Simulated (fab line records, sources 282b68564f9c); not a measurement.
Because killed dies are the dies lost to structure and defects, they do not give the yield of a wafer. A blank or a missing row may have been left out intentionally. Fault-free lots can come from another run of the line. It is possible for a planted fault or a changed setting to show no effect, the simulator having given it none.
Which tool was responsible? | flow ritCmos | Sampling: 7 lots, 21 wafers, 2 of 202 route steps

WHAT EACH GAUGE READ, for each wafer
RIT_PSD_TW_MEAS_10.
lot  | measured    | on           | PSD_TW
L765 | day 3 07:34 | filmMetro-04 | 3447 3457 3443
L767 | day 3 20:14 | filmMetro-03 | 3435 3457 3457
L769 | day 4 09:25 | filmMetro-04 | 3429 3435 3439
L773 | day 5 03:11 | filmMetro-03 | 3458 3452 3455
L776 | day 5 19:42 | filmMetro-02 | 3670 3674 3683 3669 3666 3662
L782 | day 6 21:34 | filmMetro-03 | 3445 3453 3446
L786 | day 7 17:32 | filmMetro-02 | 3403 3421 3420

TOOL THAT RAN EACH LOT (tool first, then ch and the chambers of the sampled wafers, then the start)
lot  | RIT_PSD_IMPLANT_08
L765 | implanter-04 ch 0, day 3 07:14
L767 | implanter-01 ch 0, day 3 19:57
L769 | implanter-01 ch 0, day 4 09:05
L773 | implanter-04 ch 0, day 5 02:53
L776 | implanter-04 ch 0, day 5 19:23
L782 | implanter-01 ch 0, day 6 21:15
L786 | implanter-03 ch 0, day 7 17:14
- RIT_PSD_IMPLANT_08

THE ANSWER, worked out from the rows above alone
Rule: the lots themselves supply what counts as usual. Put in order of their means at a reading, lots are off if they are a third of the lots or fewer, leave a main group of 4 or more, and stand apart from it by a gap of 3 or more times the standard deviation of the main group's means; of several such gaps the widest counts. If all means in a main group match to the digits the tables above print for the reading, that group is not used. A lot without any number at a reading at which 4 lots or more have one is off too. Any other lot the step has rows for is counted as sound.
Off: L776, at RIT_PSD_TW_MEAS_10 (PSD_TW). The main group: mean 3442, standard deviation 14.
If a tool, at a process step before that reading, ran all the lots that are off and no sound lot after the first of them, it fits. The gauges at RIT_PSD_TW_MEAS_10 are tried like those tools. One candidate fits, namely implanter-04 at RIT_PSD_IMPLANT_08. Its last sound lot is L773 (day 5 02:53), its first lot that is off L776 (day 5 19:23): a fault that began between those two fits.

WHAT THE SIMULATOR PUT IN
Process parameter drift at RIT_PSD_IMPLANT_08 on implanter-04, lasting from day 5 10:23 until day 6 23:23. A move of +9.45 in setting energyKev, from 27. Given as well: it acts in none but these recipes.
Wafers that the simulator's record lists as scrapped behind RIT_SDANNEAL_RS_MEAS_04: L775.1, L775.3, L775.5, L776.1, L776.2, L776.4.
Lots struck among those shown: L776. The same result came from the rule above.
